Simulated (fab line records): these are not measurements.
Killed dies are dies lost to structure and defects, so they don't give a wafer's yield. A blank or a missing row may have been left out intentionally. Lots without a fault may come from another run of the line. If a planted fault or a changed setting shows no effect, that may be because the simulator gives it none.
Check for tools in common ; flow berkeley-cmos170 ; Sample size 14 lots and 42 wafers

== WHY THIS WAS OPENED ==
UCB170_PLDD_TW_MEAS_11, reading PLDD_TW: flagged on 2 of 14 lots. No-fault wafers: 1029, standard deviation 18.
Rule: a lot is flagged when every wafer of it that has a number lies more than 4 standard deviations from that mean, or none has a number. The other lots count as sound.

lot;measured;on;PLDD_TW, wafer by wafer;flag
L118;day 5 20:13;film-metro-02;1034 1038 1044;
L119;day 5 21:10;film-metro-01;1006 1010 1007;
L120;day 6 14:42;film-metro-01;1000 1007 1001;
L122;day 6 15:00;film-metro-02;1191 1192 1192;FLAGGED
L125;day 7 13:44;film-metro-03;1015 1017 1017;
L124;day 7 14:10;film-metro-01;1142 1132 1135;FLAGGED
L132;day 9 00:42;film-metro-01;1002 1004 1007;
L130;day 9 01:15;film-metro-02;1040 1038 1041;
L133;day 9 14:04;film-metro-01;1007 1006 1006;
L136;day 10 03:57;film-metro-02;1036 1040 1042;
L137;day 10 04:19;film-metro-02;1042 1041 1040;
L134;day 10 04:36;film-metro-02;1049 1039 1045;
L139;day 11 00:32;film-metro-03;1014 1013 1016;
L140;day 11 00:50;film-metro-02;1055 1050 1047;
The numbers of the flagged lots are 1164 on average: +135 against the usual, or +8 standard deviations.

== TOOL THAT RAN EACH LOT ==
The record holds 2 process steps before the reading, out of a route of 331 steps. In each cell: the tool, then ch and the chambers that the sampled wafers went through, then the start.
lot;flag;UCB170_PVT_STRIP_08;UCB170_PLDD_IMPLANT_08
L118;;plasma-asher-04 ch 0,1, day 5 05:29;implanter-02 ch 0, day 5 19:50
L119;;plasma-asher-01 ch 0,1, day 5 05:43;implanter-04 ch 0, day 5 20:49
L120;;plasma-asher-03 ch 0,1, day 5 21:26;implanter-04 ch 0, day 6 14:18
L122;FLAGGED;plasma-asher-01 ch 0,1, day 5 21:10;implanter-02 ch 0, day 6 14:13
L125;;plasma-asher-04 ch 0,1, day 6 22:50;implanter-01 ch 0, day 7 13:22
L124;FLAGGED;plasma-asher-03 ch 0,1, day 6 23:04;implanter-04 ch 0, day 7 13:28
L132;;plasma-asher-04 ch 0,1, day 8 09:39;implanter-04 ch 0, day 9 00:18
L130;;plasma-asher-04 ch 0,1, day 8 04:08;implanter-01 ch 0, day 9 00:51
L133;;plasma-asher-01 ch 1, day 8 22:47;implanter-02 ch 0, day 9 13:40
L136;;plasma-asher-03 ch 0,1, day 9 11:20;implanter-01 ch 0, day 10 03:35
L137;;plasma-asher-01 ch 0,1, day 9 11:04;implanter-04 ch 0, day 10 03:55
L134;;plasma-asher-04 ch 0,1, day 9 07:53;implanter-02 ch 0, day 10 04:12
L139;;plasma-asher-01 ch 0,1, day 10 09:07;implanter-04 ch 0, day 11 00:09
L140;;plasma-asher-04 ch 0,1, day 10 09:11;implanter-02 ch 0, day 11 00:27
These steps, and what they do:
- UCB170_PVT_STRIP_08: strips in O2.
- UCB170_PLDD_IMPLANT_08
- UCB170_PLDD_TW_MEAS_11

== FLAGGED OVER TOTAL, TOOL BY TOOL (the gauges that took the reading come last) ==
step;tool;lots run;flagged;share of the flagged lots;sound lots run after its first flagged lot
UCB170_PVT_STRIP_08;plasma-asher-01;5;1;some;3 (L133,L137,L139)
UCB170_PVT_STRIP_08;plasma-asher-03;3;1;some;1 (L136)
UCB170_PVT_STRIP_08;plasma-asher-04;6;0;none;-
UCB170_PLDD_IMPLANT_08;implanter-01;3;0;none;-
UCB170_PLDD_IMPLANT_08;implanter-02;5;1;some;3 (L133,L134,L140)
UCB170_PLDD_IMPLANT_08;implanter-04;6;1;some;3 (L132,L137,L139)
UCB170_PLDD_TW_MEAS_11;film-metro-01;5;1;some;2 (L132,L133)
UCB170_PLDD_TW_MEAS_11;film-metro-02;7;1;some;5 (L130,L136,L137,L134,L140)
UCB170_PLDD_TW_MEAS_11;film-metro-03;2;0;none;-

== THE TABLE: WHAT IT ALLOWS ==
No row of the table ran every flagged lot.

== WHAT THE SIMULATOR PUT IN ==
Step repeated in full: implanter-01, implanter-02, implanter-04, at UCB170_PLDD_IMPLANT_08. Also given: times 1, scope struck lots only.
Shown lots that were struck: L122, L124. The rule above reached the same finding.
